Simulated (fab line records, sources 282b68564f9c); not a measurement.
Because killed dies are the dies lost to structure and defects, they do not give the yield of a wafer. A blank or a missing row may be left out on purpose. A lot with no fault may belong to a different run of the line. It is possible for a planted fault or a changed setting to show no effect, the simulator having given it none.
fab line records -- flow rit-cmos
[record] lots = 13, wafers = 39, last-day = 7
route steps=202 shown ACTIVE@4 PWELL@45 NWELL@51 CONTACT@179 M1@202
lots that met no fault: from a run of the same line without faults
start-h: the number of hours between the record's first day and the start of the first shown wafer of the lot -- wait-h: hours elapsed since this lot's preceding step -- " same as the row above -- L1.1+2: a row that stands for several wafers -- - no value, or no start given -- * or withheld: withheld -- < > ~ a bound
route shown NAME@n: names a module that has steps shown in the file, with the first one's number in the route -- usual: mean/standard deviation of fault-free wafers -- same: alike in all rows -- chamber/n: place in a boat -- sites: readings site by site -- _std_site: their standard deviation -- _edge_site: inner sites' mean taken away from outer sites' mean -- radius-mm: how far each site lies from the wafer's centre -- mask NAME#n: copy n -- behind: the most recent tool/chamber to have shaped the wafer -- hold: what put the lot on hold/how long, in hours/how the hold closed -- device: whichever transistor did not switch (one of n, p or np) -- end of line: at the end of the route, the tests of the same wafers -- for a step that has no rows: nothing shown but its recipe -- killed: not the wafer's yield, but the dies lost to structure and defects at the first sort -- map: shows each die of a wafer: x if killed, . if not, _ if none is there
set.NAME: the setting as run; set.NAME@STEP: as run at that earlier step -- model.NAME: the simulator's own value behind a step, which no gauge read
route steps across a sampled set of lots; one table per step, one row per wafer
services: the hour from which a tool's chamber was out of use, counted from the record's first day as start-h (under 0 if before that day), plus the number of hours and why
[[steps]]
[step RIT_ACTIVE_CVD_03]
[recipe] material = Si3N4, target-thk-nm = 150, temp-c = 810, precursor = SiH2Cl2/NH3, time-s = 1500, pressure-mtorr = 300, sih2cl2-flow-sccm = 60, nh3-flow-sccm = 150
[usual] nh3-flow-sccm = 150.0/0.49, zone-power-centre-pct = 36.4/2.8, zone-power-load-pct = 21.7/1.8
lot.wafer,tool,chamber,start-h,wait-h,nh3-flow-sccm,zone-power-centre-pct,zone-power-load-pct
L529.2,lpcvd-02,1,12.44,0.0,149.9,33.2,18.6
L529.4,lpcvd-02,1,12.44,0.0,151.2,33.2,19.0
L529.6,lpcvd-02,1,12.44,0.0,150.6,33.5,18.9
L530.3,lpcvd-01,1,17.11,0.0,149.9,38.9,23.6
L530.5,lpcvd-01,1,17.11,0.0,150.0,39.0,23.3
L530.6,lpcvd-01,1,17.11,0.0,149.5,39.3,23.3
L531.1,lpcvd-02,0,22.11,0.1,150.2,33.2,21.0
L531.2,lpcvd-02,0,22.11,0.1,149.8,32.7,21.1
L531.5,lpcvd-02,0,22.11,0.1,150.5,32.5,21.3
L532.1,lpcvd-01,0,27.11,0.1,150.4,36.2,19.7
L532.2,lpcvd-01,0,27.11,0.1,150.8,37.6,19.7
L532.3,lpcvd-01,0,27.11,0.1,150.2,38.2,20.1
L533.1,lpcvd-02,1,32.80,0.1,150.2,33.3,19.1
L533.2,lpcvd-02,1,32.80,0.1,150.4,34.0,19.3
L533.6,lpcvd-02,1,32.80,0.1,150.1,33.3,19.3
L534.2,lpcvd-01,1,37.97,0.0,180.0,38.7,23.5
L534.3,lpcvd-01,1,37.97,0.0,180.9,38.8,23.2
L534.4,lpcvd-01,1,37.97,0.0,180.4,39.1,23.4
L537.3,lpcvd-01,1,52.11,0.0,180.0,38.1,23.4
L537.4,lpcvd-01,1,52.11,0.0,180.2,38.8,23.7
L537.5,lpcvd-01,1,52.11,0.0,180.6,38.8,23.3
L547.1,lpcvd-01,1,104.08,1.8,149.9,38.2,23.3
L547.5,lpcvd-01,1,104.08,1.8,150.4,39.5,23.2
L547.6,lpcvd-01,1,104.08,1.8,149.7,38.3,23.7
L548.1,lpcvd-02,0,108.00,0.6,149.2,32.7,22.0
L548.2,lpcvd-02,0,108.00,0.6,149.4,32.7,21.2
L548.5,lpcvd-02,0,108.00,0.6,149.6,32.7,21.3
L549.3,lpcvd-01,1,112.25,0.0,151.0,39.4,23.7
L549.4,lpcvd-01,1,112.25,0.0,150.8,39.0,23.4
L549.5,lpcvd-01,1,112.25,0.0,150.4,38.9,23.6
L550.3,lpcvd-01,1,117.29,0.0,149.1,38.7,23.3
L550.4,lpcvd-01,1,117.29,0.0,149.3,38.3,23.4
L550.5,lpcvd-01,1,117.29,0.0,149.7,39.0,23.9
L551.3,lpcvd-01,0,122.11,0.0,150.4,37.5,19.7
L551.4,lpcvd-01,0,122.11,0.0,150.9,36.6,19.2
L551.5,lpcvd-01,0,122.11,0.0,149.6,36.7,19.7
L552.2,lpcvd-02,0,128.10,0.0,150.1,32.9,21.5
L552.5,lpcvd-02,0,128.10,0.0,149.5,32.8,21.7
L552.6,lpcvd-02,0,128.10,0.0,150.0,32.8,21.7
[step RIT_ACTIVE_THK_MEAS_04]
[recipe] reads = Si3N4_of_ACTIVE_CVD_03
[usual] ACTIVE_NITRIDE_THK = 151.0/1.2
lot.wafer,tool,chamber,start-h,wait-h,ACTIVE_NITRIDE_THK[nm]
L529.2,film-metro-03,-,13.87,0.0,151.3
L529.4,film-metro-03,-,13.87,0.0,152.3
L529.6,film-metro-03,-,13.87,0.0,151.8
L530.3,film-metro-04,-,18.55,0.0,151.2
L530.5,film-metro-04,-,18.55,0.0,150.6
L530.6,film-metro-04,-,18.55,0.0,151.4
L531.1,film-metro-02,-,23.53,0.0,149.7
L531.2,film-metro-02,-,23.53,0.0,149.2
L531.5,film-metro-02,-,23.53,0.0,150.9
L532.1,film-metro-04,-,28.53,0.0,152.9
L532.2,film-metro-04,-,28.53,0.0,151.5
L532.3,film-metro-04,-,28.53,0.0,152.1
L533.1,film-metro-02,-,34.21,0.0,150.1
L533.2,film-metro-02,-,34.21,0.0,149.5
L533.6,film-metro-02,-,34.21,0.0,150.1
L534.2,film-metro-04,-,39.40,0.0,171.9
L534.3,film-metro-04,-,39.40,0.0,172.4
L534.4,film-metro-04,-,39.40,0.0,171.6
L537.3,film-metro-04,-,53.55,0.0,172.5
L537.4,film-metro-04,-,53.55,0.0,172.8
L537.5,film-metro-04,-,53.55,0.0,171.2
L547.1,film-metro-04,-,105.50,0.0,148.9
L547.5,film-metro-04,-,105.50,0.0,149.4
L547.6,film-metro-04,-,105.50,0.0,148.7
L548.1,film-metro-03,-,109.42,0.0,150.3
L548.2,film-metro-03,-,109.42,0.0,151.8
L548.5,film-metro-03,-,109.42,0.0,152.1
L549.3,film-metro-02,-,113.68,0.0,151.3
L549.4,film-metro-02,-,113.68,0.0,151.0
L549.5,film-metro-02,-,113.68,0.0,150.2
L550.3,film-metro-04,-,118.73,0.0,152.9
L550.4,film-metro-04,-,118.73,0.0,151.6
L550.5,film-metro-04,-,118.73,0.0,152.1
L551.3,film-metro-04,-,123.55,0.0,151.8
L551.4,film-metro-04,-,123.55,0.0,151.4
L551.5,film-metro-04,-,123.55,0.0,152.2
L552.2,film-metro-02,-,129.53,0.0,149.1
L552.5,film-metro-02,-,129.53,0.0,150.5
L552.6,film-metro-02,-,129.53,0.0,150.8
[step RIT_ACTIVE_ETCH_13]
[recipe] stop-on = SiO2, chemistry = SF6, target = Si3N4, time-s = 210, over-etch-frac = 0.4, SF6_flow_sccm = 200, pressure-mtorr = 260, rf-w = 125, target-depth-a = 2100
[usual] SF6_flow_sccm = 200.0/0.58, drypump-motor-current-A = 6.0/0.3, oes-product-au = 0.823/0.01, throttle-valve-pct = 7.47/0.12
lot.wafer,tool,chamber,start-h,wait-h,SF6_flow_sccm,drypump-motor-current-A,oes-product-au,rf-hours-counter-h,throttle-valve-pct
L529.2,rie-diel-03,3,15.04,0.1,200.1,5.9,0.815,37,7.37
L529.4,rie-diel-03,0,15.04,0.1,199.9,6.1,0.833,-,7.51
L529.6,rie-diel-03,2,15.04,0.1,199.0,5.8,0.816,-,7.40
L530.3,rie-diel-01,1,19.81,0.1,200.7,5.4,0.807,114,7.53
L530.5,rie-diel-01,1,19.81,0.1,200.2,5.4,0.810,-,7.54
L530.6,rie-diel-01,0,19.81,0.1,199.0,5.7,0.820,-,7.71
L531.1,rie-diel-02,1,24.83,0.1,200.0,6.8,0.812,177,7.72
L531.2,rie-diel-02,2,24.83,0.1,199.2,6.0,0.817,69,7.48
L531.5,rie-diel-02,1,24.83,0.1,200.0,6.7,0.819,-,7.71
L532.1,rie-diel-03,2,29.83,0.1,199.6,5.8,0.819,5,7.42
L532.2,rie-diel-03,1,29.83,0.1,200.7,6.2,0.815,175,7.64
L532.3,rie-diel-03,0,29.83,0.1,198.6,6.1,0.842,89,7.51
L533.1,rie-diel-03,0,35.39,0.1,200.5,6.1,0.820,90,7.49
L533.2,rie-diel-03,3,35.39,0.1,201.4,5.9,0.816,37,7.35
L533.6,rie-diel-03,2,35.39,0.1,199.3,5.8,0.816,-,7.40
L534.2,rie-diel-01,3,40.57,0.1,200.7,6.0,0.880,151,7.29
L534.3,rie-diel-01,0,40.57,0.1,199.9,5.7,0.874,61,7.68
L534.4,rie-diel-01,2,40.57,0.1,201.3,6.4,0.884,109,7.35
L537.3,rie-diel-01,2,54.71,0.1,201.0,6.3,0.898,110,7.37
L537.4,rie-diel-01,3,54.71,0.1,199.9,6.1,0.882,151,7.29
L537.5,rie-diel-01,0,54.71,0.1,200.1,5.7,0.874,-,7.71
L547.1,rie-diel-03,1,106.68,0.1,200.1,6.2,0.813,1,7.63
L547.5,rie-diel-03,2,106.68,0.1,200.9,5.8,0.810,-,7.39
L547.6,rie-diel-03,3,106.68,0.1,200.1,5.9,0.809,-,7.38
L548.1,rie-diel-03,0,110.79,0.1,200.4,6.1,0.818,91,7.51
L548.2,rie-diel-03,3,110.79,0.1,199.9,5.9,0.830,39,7.36
L548.5,rie-diel-03,2,110.79,0.1,199.3,5.8,0.807,-,7.41
L549.3,rie-diel-03,2,114.84,0.1,200.2,5.8,0.817,7,7.42
L549.4,rie-diel-03,3,114.84,0.1,200.0,5.8,0.821,39,7.36
L549.5,rie-diel-03,0,114.84,0.1,200.4,6.1,0.833,-,7.48
L550.3,rie-diel-03,3,120.10,0.1,199.6,5.9,0.832,39,7.36
L550.4,rie-diel-03,0,120.10,0.1,199.9,6.1,0.828,91,7.49
L550.5,rie-diel-03,0,120.10,0.1,200.6,6.1,0.839,-,7.50
L551.3,rie-diel-01,3,124.71,0.1,200.1,6.0,0.826,152,7.27
L551.4,rie-diel-01,1,124.71,0.1,199.9,5.4,0.813,116,7.52
L551.5,rie-diel-01,2,124.71,0.1,200.2,6.3,0.838,-,7.35
L552.2,rie-diel-01,1,130.83,0.1,200.7,5.4,0.803,116,7.55
L552.5,rie-diel-01,1,130.83,0.1,199.2,5.5,0.807,-,7.53
L552.6,rie-diel-01,2,130.83,0.1,199.7,6.3,0.833,-,7.35
[step RIT_PWELL_OVL_MEAS_06]
[usual] PWELL_OVL = 0.1/1.5
lot.wafer,tool,chamber,start-h,wait-h,PWELL_OVL[nm]
L529.2,overlay-02,-,24.56,-,-2.3
L529.4,overlay-02,-,24.56,-,-2.5
L529.6,overlay-02,-,24.56,-,-2.6
L530.3,overlay-02,-,27.45,-,-0.9
L530.5,overlay-02,-,27.45,-,0.5
L530.6,overlay-02,-,27.45,-,-1.2
L531.1,overlay-02,-,31.93,-,1.8
L531.2,overlay-02,-,31.93,-,2.4
L531.5,overlay-02,-,31.93,-,2.7
L532.1,overlay-01,-,37.58,-,-2.1
L532.2,overlay-01,-,37.58,-,-1.8
L532.3,overlay-01,-,37.58,-,-3.5
L533.1,overlay-02,-,42.72,-,-0.6
L533.2,overlay-02,-,42.72,-,-1.0
L533.6,overlay-02,-,42.72,-,0.7
L534.2,overlay-02,-,48.69,-,-1.1
L534.3,overlay-02,-,48.69,-,-0.7
L534.4,overlay-02,-,48.69,-,-0.9
L537.3,overlay-01,-,65.23,-,-0.7
L537.4,overlay-01,-,65.23,-,0.6
L537.5,overlay-01,-,65.23,-,-1.0
L547.1,overlay-01,-,115.20,-,1.6
L547.5,overlay-01,-,115.20,-,1.2
L547.6,overlay-01,-,115.20,-,0.5
L548.1,overlay-01,-,119.28,-,0.8
L548.2,overlay-01,-,119.28,-,3.1
L548.5,overlay-01,-,119.28,-,1.5
L549.3,overlay-01,-,122.07,-,-0.2
L549.4,overlay-01,-,122.07,-,0.7
L549.5,overlay-01,-,122.07,-,-0.1
L550.3,overlay-01,-,127.19,-,2.1
L550.4,overlay-01,-,127.19,-,0.7
L550.5,overlay-01,-,127.19,-,1.2
L551.3,overlay-01,-,131.99,-,0.4
L551.4,overlay-01,-,131.99,-,0.5
L551.5,overlay-01,-,131.99,-,0.8
L552.2,overlay-01,-,140.16,-,0.3
L552.5,overlay-01,-,140.16,-,0.4
L552.6,overlay-01,-,140.16,-,1.0
[step RIT_WELLDRIVE_RS_MEAS_01]
[recipe] thk-meas-gauge = four-point-probe
[usual] NWELL_RS = 275.5/0.7
lot.wafer,tool,chamber,start-h,wait-h,NWELL_RS[ohm/sq]
L529.2,film-metro-01,-,31.13,0.0,275.3
L529.4,film-metro-01,-,31.13,0.0,276.2
L529.6,film-metro-01,-,31.13,0.0,275.7
L530.3,film-metro-01,-,33.56,0.0,276.8
L530.5,film-metro-01,-,33.56,0.0,276.6
L530.6,film-metro-01,-,33.56,0.0,276.8
L531.1,film-metro-01,-,37.68,0.0,274.7
L531.2,film-metro-01,-,37.68,0.0,275.0
L531.5,film-metro-01,-,37.68,0.0,274.0
L532.1,film-metro-02,-,43.34,0.0,275.2
L532.2,film-metro-02,-,43.34,0.0,274.1
L532.3,film-metro-02,-,43.34,0.0,275.2
L533.1,film-metro-04,-,48.48,0.0,276.3
L533.2,film-metro-04,-,48.48,0.0,276.1
L533.6,film-metro-04,-,48.48,0.0,275.4
L534.2,film-metro-01,-,54.46,0.0,275.5
L534.3,film-metro-01,-,54.46,0.0,275.5
L534.4,film-metro-01,-,54.46,0.0,276.0
L537.3,film-metro-02,-,71.14,0.0,276.0
L537.4,film-metro-02,-,71.14,0.0,276.1
L537.5,film-metro-02,-,71.14,0.0,276.0
L547.1,film-metro-01,-,121.00,0.0,274.8
L547.5,film-metro-01,-,121.00,0.0,275.3
L547.6,film-metro-01,-,121.00,0.0,274.6
L548.1,film-metro-02,-,125.04,0.0,274.8
L548.2,film-metro-02,-,125.04,0.0,274.9
L548.5,film-metro-02,-,125.04,0.0,274.2
L549.3,film-metro-01,-,127.85,0.0,276.3
L549.4,film-metro-01,-,127.85,0.0,275.9
L549.5,film-metro-01,-,127.85,0.0,275.7
L550.3,film-metro-01,-,132.97,0.0,275.0
L550.4,film-metro-01,-,132.97,0.0,275.5
L550.5,film-metro-01,-,132.97,0.0,275.0
L551.3,film-metro-04,-,138.05,0.0,275.1
L551.4,film-metro-04,-,138.05,0.0,275.3
L551.5,film-metro-04,-,138.05,0.0,274.2
L552.2,film-metro-01,-,145.93,0.0,275.9
L552.5,film-metro-01,-,145.93,0.0,275.8
L552.6,film-metro-01,-,145.93,0.0,276.5
[step RIT_CONTACT_ETCH_11]
[recipe] target-depth-a = 4800, over-etch-frac = 0.2, stop-on = TiSi2, chemistry = CHF3/CF4/Ar, target = SiO2, CHF3_flow_sccm = 50, cf4-flow-sccm = 10, Ar_flow_sccm = 100, O2_flow_sccm = 5, pressure-mtorr = 100, rf-w = 200, time-s = 320
[usual] drypump-motor-current-A = 5.8/0.49, oes-product-au = 0.989/0.015, throttle-valve-pct = 8.84/0.12
lot.wafer,tool,chamber,start-h,wait-h,drypump-motor-current-A,oes-product-au,rf-hours-counter-h,throttle-valve-pct
L529.2,rie-diel-04,3,54.37,0.1,5.6,1.015,52,9.02
L529.4,rie-diel-04,0,54.37,0.1,6.5,0.975,132,8.70
L529.6,rie-diel-04,0,54.37,0.1,6.5,0.976,-,8.67
L530.3,rie-diel-03,3,56.73,0.1,5.9,0.988,38,8.75
L530.5,rie-diel-03,2,56.73,0.1,5.8,0.982,-,8.78
L530.6,rie-diel-03,0,56.73,0.1,6.1,0.995,-,8.87
L531.1,rie-diel-04,1,61.68,0.1,5.0,0.990,36,8.73
L531.2,rie-diel-04,3,61.68,0.1,5.6,1.016,52,9.02
L531.5,rie-diel-04,2,61.68,0.1,5.3,0.961,-,8.79
L532.1,rie-diel-04,3,68.40,0.1,5.6,1.013,52,9.02
L532.2,rie-diel-04,2,68.40,0.1,5.3,0.966,86,8.77
L532.3,rie-diel-04,1,68.40,0.1,5.1,0.997,36,8.71
L533.1,rie-diel-03,3,71.87,0.1,5.9,0.992,38,8.74
L533.2,rie-diel-03,0,71.87,0.1,6.1,0.998,90,8.89
L533.6,rie-diel-03,3,71.87,0.1,5.9,0.983,-,8.74
L534.2,rie-diel-04,1,77.70,0.1,5.0,1.001,37,8.72
L534.3,rie-diel-04,2,77.70,0.1,5.3,0.964,86,8.79
L534.4,rie-diel-04,1,77.70,0.1,5.1,0.994,-,8.73
L537.3,rie-diel-03,3,96.59,0.1,5.9,0.988,39,8.74
L537.4,rie-diel-03,1,96.59,0.1,6.2,0.981,0,9.04
L537.5,rie-diel-03,1,96.59,0.1,6.2,0.999,-,9.04
L547.1,rie-diel-04,1,144.78,0.1,5.1,1.001,38,8.72
L547.5,rie-diel-04,1,144.78,0.1,5.1,0.992,-,8.70
L547.6,rie-diel-04,2,144.78,0.1,5.3,0.965,-,8.77
L548.1,rie-diel-03,2,148.16,0.1,5.8,0.982,8,8.82
L548.2,rie-diel-03,1,148.16,0.1,6.2,0.998,2,9.02
L548.5,rie-diel-03,0,148.16,0.1,6.1,0.996,-,8.88
L549.3,rie-diel-02,1,152.79,0.1,6.8,1.008,2,9.08
L549.4,rie-diel-02,3,152.79,0.1,5.9,0.999,72,8.85
L549.5,rie-diel-02,2,152.79,0.1,6.0,0.994,-,8.78
L550.3,rie-diel-04,3,157.03,0.1,5.6,1.009,54,9.02
L550.4,rie-diel-04,1,157.03,0.1,5.1,0.990,39,8.74
L550.5,rie-diel-04,0,157.03,0.1,6.4,0.978,-,8.71
L551.3,rie-diel-03,1,164.88,0.1,6.2,0.988,2,9.02
L551.4,rie-diel-03,2,164.88,0.1,5.8,0.980,8,8.79
L551.5,rie-diel-03,1,164.88,0.1,6.2,0.996,-,9.03
L552.2,rie-diel-04,1,173.20,0.1,5.1,0.994,39,8.74
L552.5,rie-diel-04,1,173.20,0.1,5.1,0.996,-,8.73
L552.6,rie-diel-04,2,173.20,0.1,5.3,0.965,-,8.79
[step RIT_M1_PROBE_99]
[usual] killed-at-contacts = 0.1/0.24, killed-at-front-end = 7/3.1, killed-dies = 7/3.1, killed-open = 3.3/2, killed-short = 3.4/2.1
[same] gross-dies = 264, killed_at_M0_to_M3 = 0, killed_at_M4_up = 0, killed-at-back-side = 0, killed-at-other = 0
lot.wafer,tool,chamber,start-h,wait-h,killed-at-contacts,killed-at-front-end,killed-dies,killed-open,killed-short
L530.3,prober-02,-,62.33,0.2,0,4,4,1,3
L530.5,prober-02,-,62.43,0.2,0,7,7,3,4
L530.6,prober-02,-,62.48,0.2,0,15,15,7,8
L531.1,prober-01,-,67.47,0.1,0,13,13,7,6
L531.2,prober-01,-,67.52,0.1,0,6,6,4,2
L531.5,prober-01,-,67.67,0.2,0,7,7,3,4
L537.3,prober-01,-,102.26,0.2,0,7,7,2,5
L537.4,prober-01,-,102.31,0.2,0,9,9,6,3
L537.5,prober-01,-,102.36,0.2,0,5,5,1,4
L550.3,prober-01,-,162.14,0.2,0,0,0,0,0
L550.4,prober-01,-,162.19,0.2,1,6,7,3,4
L550.5,prober-01,-,162.24,0.2,0,5,5,5,0
// killed by level:class
L530.3 FOX1:geometric-particle:short=2 GATE:geometric-particle:short=1 SPACER:geometric-particle:open=1
L530.5 GATE:geometric-particle:short=2 GATE:geometric-particle:open=2 REOX:geometric-particle:short=1 SPACER:geometric-particle:open=1 SPACER:geometric-particle:short=1
L530.6 FOX1:geometric-particle:open=5 FOX1:geometric-particle:short=4 GATE:geometric-particle:short=2 GATE:geometric-particle:open=2 REOX:geometric-particle:short=2
L531.1 GATE:geometric-particle:open=4 GATE:geometric-particle:short=3 FOX1:geometric-particle:open=1 FOX1:geometric-particle:short=1 FOX2:geometric-particle:open=1 REOX:geometric-particle:short=1 SPACER:geometric-particle:short=1 SILICIDE:geometric-particle:open=1
L531.2 FOX2:geometric-particle:open=2 GATE:geometric-particle:short=1 GATE:geometric-particle:open=1 REOX:geometric-particle:short=1 SILICIDE:geometric-particle:open=1
L531.5 REOX:geometric-particle:open=2 FOX2:geometric-particle:short=1 FOX2:geometric-particle:open=1 GATE:geometric-particle:short=1 SPACER:geometric-particle:short=1 SILICIDE:geometric-particle:short=1
L537.3 GATE:geometric-particle:short=3 GATE:geometric-particle:open=1 REOX:geometric-particle:short=1 REOX:geometric-particle:open=1 SPACER:geometric-particle:short=1
L537.4 GATE:geometric-particle:open=3 FOX1:geometric-particle:open=2 GATE:geometric-particle:short=2 SPACER:geometric-particle:short=1 SILICIDE:geometric-particle:open=1
L537.5 SPACER:geometric-particle:short=2 FOX2:geometric-particle:short=1 GATE:geometric-particle:short=1 SPACER:geometric-particle:open=1
L550.3
L550.4 FOX1:geometric-particle:open=1 FOX2:geometric-particle:short=1 GATE:geometric-particle:short=1 REOX:geometric-particle:open=1 SPACER:geometric-particle:short=1 SPACER:geometric-particle:open=1 CONTACT:geometric-particle:short=1
L550.5 REOX:geometric-particle:open=3 FOX1:geometric-particle:open=1 FOX2:geometric-particle:open=1
[[services]]
tool,chamber,start-h,hours,kind
rie-diel-01,1,4.40,4.9,repair
rie-diel-01,-,13.56,2.8,pm
rie-diel-02,1,31.86,13.1,repair
rie-diel-03,1,33.75,4.2,repair
rie-diel-03,1,37.95,-,clean
rie-diel-03,1,37.95,21.7,scheduled-down
rie-diel-03,1,37.95,21.7,vent-cycle
rie-diel-04,-,42.71,0.9,repair
rie-diel-02,1,45.10,-,clean
rie-diel-02,1,45.10,23.2,scheduled-down
rie-diel-02,1,45.10,23.2,vent-cycle
rie-diel-04,0,56.91,12.7,repair
rie-diel-03,-,67.91,0.5,repair
rie-diel-04,0,70.42,10.5,repair
lpcvd-02,-,79.90,28.1,pm
rie-diel-02,-,106.17,14.6,pm
rie-diel-01,-,118.35,1.0,repair
rie-diel-01,3,132.80,-,clean
rie-diel-01,3,132.80,22.9,scheduled-down
rie-diel-01,3,132.80,22.9,vent-cycle
rie-diel-03,-,158.95,0.2,repair
rie-diel-01,1,165.02,8.6,repair
lpcvd-01,-,172.83,1.2,repair
[[key]]
[first-sign] step = RIT_ACTIVE_CVD_03, reading = nh3-flow-sccm, direction = up, sigmas = 62, usual = 150.0, struck = 180.3
[effect] step = RIT_ACTIVE_THK_MEAS_04, reading = ACTIVE_NITRIDE_THK, direction = up, sigmas = 18, usual = 151.0, struck = 172.1
[effect] step = RIT_ACTIVE_ETCH_13, reading = oes-product-au, direction = up, sigmas = 5.9, usual = 0.823, struck = 0.882
met-at RIT_ACTIVE_CVD_03
struck-lots L534,L537
struck-wafers L534.2,L534.3,L534.4,L537.3,L537.4,L537.5
tester-left-out L534,L537
not-acting-at RIT_PWELL_OVL_MEAS_06,RIT_WELLDRIVE_RS_MEAS_01,RIT_CONTACT_ETCH_11
onset-between 17.11 37.97
[fault] kind = process-parameter-drift, tool = lpcvd-01, chamber = 1, onset-h = 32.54, steps = RIT_ACTIVE_CVD_03, channel = nh3-flow-sccm, offset = 30, shape = step, end-h = 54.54, acts-in = these-recipes-only, stated = 150
// tester-left-out: of these lots the tester's yield and bins aren't shown, on N5 and GAA mostly nor the transistor test; their killed dies are dies lost to structure and defects alone, not to doping, threshold or leakage, so they don't give the yield
